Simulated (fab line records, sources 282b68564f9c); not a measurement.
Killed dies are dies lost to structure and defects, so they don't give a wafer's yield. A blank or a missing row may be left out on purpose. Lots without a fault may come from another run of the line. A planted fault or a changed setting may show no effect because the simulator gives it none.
A struck lot beside a sound one | flow rit_cmos | 21 steps out of a route of 202
Sound: wafers L804.1, L804.3, L804.4. Struck: wafers L815.2, L815.4, L815.6. The cause comes at the end.
At each step with rows: each side's tool, then ch and its chambers, then its first start. Under that, the readings that differ: sound wafers | struck wafers | difference of the means | sigmas: that difference in standard deviations of wafers without a fault.
alike: readings whose means differ by less than 2 such deviations, and words and numbers that are the same on both sides. not compared: withheld readings, readings that some wafer has no value for, bounds like >300 that may hide the same value, and numbers for which the record gives no deviation and whose values overlap.
The two part at a step that has a row with sigmas, a row that says differs or no value, or rows on one side only. Numbers that don't overlap but have no deviation are shown without sigmas and don't part them. A reading that every wafer of one side lacks parts them only if that side has two wafers or more.

first, 3 steps without rows for these wafers: RIT_PWELL_EXPOSE_03 (exposes mask M3, target cd 43700 nm); RIT_PWELL_PEB_04; RIT_PWELL_DEVELOP_05 (develop time 68 s).
RIT_PWELL_OVL_MEAS_06:
  sound on overlay-01, day 3 19:41; struck on overlay-01, day 6 04:55
  alike: PWELL_OVL
then, 2 steps without rows for these wafers: RIT_PWELL_HARDBAKE_07 (time 120 s); RIT_PWELL_IMPLANT_08.
RIT_PWELL_STRIP_09: strips in O2, time 180 s.
  sound on plasma_asher-02 ch 0,1, day 3 20:07; struck on plasma_asher-02 ch 0, day 6 05:24
  alike: drypump_motor_current_A
  not compared: rf_hours_counter_h
RIT_PWELL_TW_MEAS_10:
  sound on film_metro-04, day 3 20:17; struck on film_metro-04, day 6 05:35
  alike: PWELL_TW
then, 1 step without rows for these wafers: RIT_WELLDRIVE_ANNEAL_00 (time 14700 s).
RIT_WELLDRIVE_RS_MEAS_01: measures by four-point-probe.
  sound on film_metro-01, day 4 01:26; struck on film_metro-04, day 6 12:10
  alike: NWELL_RS
RIT_WELLDRIVE_RS_MEAS_02: measures by four-point-probe.
  sound on film_metro-01, day 4 01:34; struck on film_metro-04, day 6 12:17
  alike: PWELL_RS
then, 1 step without rows for these wafers: RIT_NRETRO_HMDS_00 (prime time 60 s).
RIT_NRETRO_COAT_01: resist thk 1300 nm.
  sound on litho_track-04 ch 0, day 4 01:53; struck on litho_track-02 ch 0, day 6 12:42
  reading                                     | sound          | struck         | difference | sigmas
  model.NOVOLAK_of_NRETRO_COAT_01.thk_nm (nm) | 1301 1301 1299 | 1655 1651 1651 | +352       |
  alike: spin_speed_rpm
then, 4 steps without rows for these wafers: RIT_NRETRO_SOFTBAKE_02 (time 60 s); RIT_NRETRO_EXPOSE_03 (exposes mask M4, target cd 43900 nm); RIT_NRETRO_PEB_04; RIT_NRETRO_DEVELOP_05 (develop time 68 s).
RIT_NRETRO_OVL_MEAS_06:
  sound on overlay-02, day 4 02:45; struck on overlay-01, day 6 13:47
  alike: NRETRO_OVL
RIT_NRETRO_HARDBAKE_07: time 120 s.
  sound on litho_track-01 ch 0, day 4 02:47; struck on litho_track-04 ch 0, day 6 13:57
  reading                                     | sound          | struck         | difference | sigmas
  model.NOVOLAK_of_NRETRO_COAT_01.thk_nm (nm) | 1138 1137 1136 | 1442 1439 1439 | +303       |
then, 1 step without rows for these wafers: RIT_NRETRO_IMPLANT_08.
RIT_M1_PROBE_99:
  the record has rows for the struck wafers here (prober-01, day 7 20:14) and none for the sound ones

WHERE THEY PART
Only at RIT_M1_PROBE_99, within this record.

WHY: what the simulator had put in
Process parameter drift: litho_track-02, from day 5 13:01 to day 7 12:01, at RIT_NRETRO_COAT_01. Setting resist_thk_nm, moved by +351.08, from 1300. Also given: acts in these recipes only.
